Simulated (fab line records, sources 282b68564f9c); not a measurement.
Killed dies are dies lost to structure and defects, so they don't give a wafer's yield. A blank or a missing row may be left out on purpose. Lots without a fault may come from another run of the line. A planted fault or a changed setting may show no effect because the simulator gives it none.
Problem report in the 8D (eight disciplines) form, filled by code | flow rit_cmos | the parts of the form that need people (team, actions taken, sign-off) are left out

1. THE PROBLEM
oes_product_au at RIT_ACTIVE_ETCH_13 reads a mean of 0.707 a.u. on 1 wafer of 1 lot; wafers without a fault read 0.824 a.u. with a standard deviation of 0.0076. That is -15 standard deviations from the usual mean.
The step: etches Si3N4 in SF6, stops on SiO2, time 210 s, target depth 210 nm.
First seen on wafer L223.1, day 6 00:05, on rie_diel-01. The record holds 39 wafers of 13 lots with a number at this step. Rule for "out", or "out of limits": more than 4 standard deviations from the usual mean. The other wafers with a number count as sound.

2. WHAT IT IS AND WHAT IT IS NOT
question                    | is               | is not
which readings at this step | oes_product_au   | drypump_motor_current_A, throttle_valve_pct
which lots                  | L223             | L202, L205, L207, L209, L210, L212, L213, L215, L217, L219, L220, L224
which wafers of those lots  | L223.1           | L223.4, L223.5
read on which tools         | rie_diel-01      | rie_diel-02, rie_diel-03
when                        | from day 6 00:05 | up to then (35 sound wafers); but 3 sound wafers of L224 came after

3. SUSPECTS, AND WHAT RULES EACH OUT
Counting: a tool at a process step up to the reading stays a suspect if it ran every lot that is out. Sound lots after the first of them don't rule it out here, since some wafers of a struck lot are sound.
- rie_diel-01 at RIT_ACTIVE_ETCH_13 (etches Si3N4 in SF6, stops on SiO2, time 210 s, target depth 210 nm): kept. It ran the lot that is out, L223 (day 6 00:05); its last sound lot up to then is L219 (day 5 03:47). Its own readings are out on those wafers: oes_product_au.
- Within rie_diel-01 at RIT_ACTIVE_ETCH_13: the wafers that are out ran in chamber 2; their sound lot-mates ran in chambers 0, 3.
Left after counting: rie_diel-01 at RIT_ACTIVE_ETCH_13.

4. THE CAUSE (what the simulator had put in)
Process parameter drift: rie_diel-01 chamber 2, from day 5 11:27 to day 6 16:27, at RIT_ACTIVE_ETCH_13. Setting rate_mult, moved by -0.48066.
Counting left only this tool.

5. THE CHAIN OF EFFECTS, in route order
Each row: a reading whose mean over the struck wafers that have a number lies more than 3 standard deviations from the usual. Only readings for which the record gives a usual standard deviation are gone through. hours: the time from each lot's start at the first step in this table that gives one to its start at this step, as a median over the lots. sigmas: the change in usual standard deviations.
hours | step               | reading             | usual      | on struck wafers | change | sigmas
0     | RIT_ACTIVE_ETCH_13 | oes_product_au      | 0.824 a.u. | 0.707            | -0.117 | -15
55    | RIT_M1_PROBE_99    | killed_at_front_end | 7.0        | 264.0            | +257.0 | +89
55    | RIT_M1_PROBE_99    | killed_dies         | 7.0        | 264.0            | +257.0 | +89
55    | RIT_M1_PROBE_99    | killed_on_rim       | 1.8        | 70.0             | +68.2  | +49
The process steps in it:
- RIT_ACTIVE_ETCH_13: etches Si3N4 in SF6, stops on SiO2, time 210 s, target depth 210 nm.
- RIT_M1_PROBE_99
Later measuring or inspecting steps at which every struck wafer that the step has a row for has a number for every such reading, and none has moved that far: RIT_ACTIVE_CD_MEAS_90.

6. WHAT WOULD HAVE CAUGHT IT SOONER
In this record the first reading out of limits was taken at day 6 00:05, 13 hours after the fault began at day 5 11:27.
